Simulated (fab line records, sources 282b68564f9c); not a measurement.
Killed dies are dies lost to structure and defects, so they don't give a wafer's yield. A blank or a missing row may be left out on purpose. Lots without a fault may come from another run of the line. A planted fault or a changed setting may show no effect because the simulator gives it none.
One fault seen from 2 desks | flow rit_cmos | each desk has only its own numbers; what lay behind them comes last

THE METROLOGY DESK
What the gauges read, lot by lot, whatever tool the lot ran on: means of the sampled wafers that have a number. A lot is out of limits, marked OUT, if its mean lies more than 4 standard deviations from the usual mean; the brackets give that distance.
Columns: A = NSD_OVL at RIT_NSD_OVL_MEAS_06, usual 0.3 nm; B = NSD_TW at RIT_NSD_TW_MEAS_10, usual 3092; C = PSD_OVL at RIT_PSD_OVL_MEAS_06, usual 0.1 nm
lot  | first seen here | A    | B    | C
L163 | day 3 01:54     | 0.7  | 3101 | -1.7
L165 | day 3 12:02     | 1.4  | 3086 | 1.4
L179 | day 6 14:09     | 1.0  | 3077 | -0.4
L181 | day 7 03:44     | 0.4  | 3103 | 0.8
L182 | day 7 07:07     | 2.0  | 3085 | 3.2
L184 | day 7 10:55     | -1.1 | 3082 | -2.0
This desk's finding: nothing out of limits on any of the 6 lots.

THE TOOL OWNER'S DESK: litho_track-02
The tool's own readings at RIT_PSD_SOFTBAKE_02 (time 60 s): means of the sampled wafers that have a number, for each lot that ran on this tool. A lot is out of limits, marked OUT, if its mean lies more than 4 standard deviations from the usual mean; the brackets give that distance.
Columns: A = heater_power_total_W at RIT_PSD_SOFTBAKE_02, usual 34.57 W; B = plate_temp_C at RIT_PSD_SOFTBAKE_02, usual 89.99 C; C = resist_line_temp_C at RIT_PSD_SOFTBAKE_02, usual 22.98 C
lot  | first seen here | A               | B               | C
L163 | day 3 02:47     | 34.58           | 89.88           | 22.81
L179 | day 6 15:04     | 37.00 (+53) OUT | 94.56 (+35) OUT | 23.11
L181 | day 7 04:38     | 36.99 (+53) OUT | 94.45 (+34) OUT | 23.06
This desk's finding: out of limits on L179, L181; first on L179, day 6 15:04 (heater_power_total_W at RIT_PSD_SOFTBAKE_02). In limits: L163.

PUT TOGETHER
The tool owner's desk could have raised an alarm at day 6 15:04, on L179, L181.
The metrology desk saw nothing out of limits.
The metrology desk has L179, L181 on record, within its limits.
Of the lots named, all ran RIT_PSD_SOFTBAKE_02 on litho_track-02.

WHAT THE SIMULATOR HAD PUT IN
Process parameter drift: litho_track-02, from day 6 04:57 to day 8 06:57, at RIT_PSD_SOFTBAKE_02. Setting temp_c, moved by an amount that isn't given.
Lots struck among those shown: L179, L181.
Hours from the fault's start to each desk's first reading out of limits: the tool owner's desk, 10.
